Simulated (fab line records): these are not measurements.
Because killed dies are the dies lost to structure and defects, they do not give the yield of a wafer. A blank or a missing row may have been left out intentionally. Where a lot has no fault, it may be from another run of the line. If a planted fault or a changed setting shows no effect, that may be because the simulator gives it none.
Problem report in the 8D (eight disciplines) form, filled by code -- flow ritCmos -- the parts of the form that need people (team, actions taken, sign-off) are left out

== 1. WHAT IS WRONG ==
At RIT_SPACER_CLEAN_00, runLengthS averages 674 s over 6 wafers from 2 lots, while fault-free wafers read 630 s, standard deviation 3.7. That is +12 standard deviations from the usual mean.
The step: cleans in SC1, time 600 s.
Earliest sighting: wafer L184.1 on wetBench-02 at day 4 00:27. Wafers with a number at this step in the record: 42, from 14 lots. The rule behind "out" and "out of limits": a value lying over 4 standard deviations away from the usual mean. Any other wafer with a number is counted as sound.

== 2. WHAT IT IS; WHAT IT IS NOT ==
question,is,is not
which readings at this step,runLengthS,-
which lots,"L184, L187","L179, L180, L183, L191, L192, L194, L195, L198, L199, L200, L201, L202"
which wafers of those lots,all that have a number,-
read on which tools,wetBench-02,"wetBench-01, wetBench-03"
when,from day 4 00:27,"up to then (9 sound wafers); but 27 sound wafers of L191, L192, L194, L195, L198, L199, L200, L201, L202 came after"

== 3. WHAT RULES OUT EACH SUSPECT ==
Counting: any tool at a process step up to the reading is kept as a suspect provided that every lot that is out went through it and no sound lot did after the first of them.
- wetBench-02 at RIT_SPACER_CLEAN_00 (cleans in SC1, time 600 s): ruled out as a lasting fault. After its first lot that is out, L184 (day 4 00:27), sound lots L198, L199, L202 ran on it.
Left after counting: nothing in the record.

== 4. THE CAUSE (what the simulator had put in) ==
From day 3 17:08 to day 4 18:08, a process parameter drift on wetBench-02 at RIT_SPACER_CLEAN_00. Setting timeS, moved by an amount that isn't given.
Counting ruled it out, wrongly.

== 5. SEQUENCE OF EFFECTS, ordered by route ==
Each row: a reading where the mean over the struck wafers with a number is more than 3 standard deviations away from the usual. Only readings for which the record gives a usual standard deviation are gone through. hours: the time from each lot's start at the first step in this table that gives one to its start at this step, as a median over the lots. sigmas: the change in usual standard deviations.
hours,step,reading,usual,on struck wafers,change,sigmas
0,RIT_SPACER_CLEAN_00,runLengthS,630 s,674,+44,+12
Its process steps:
- RIT_SPACER_CLEAN_00: cleans in SC1, time 600 s.

== 6. WHAT WOULD HAVE CAUGHT IT SOONER ==
7 hours passed between the start of the fault at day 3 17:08 and the first reading out of limits in this record, taken at day 4 00:27.
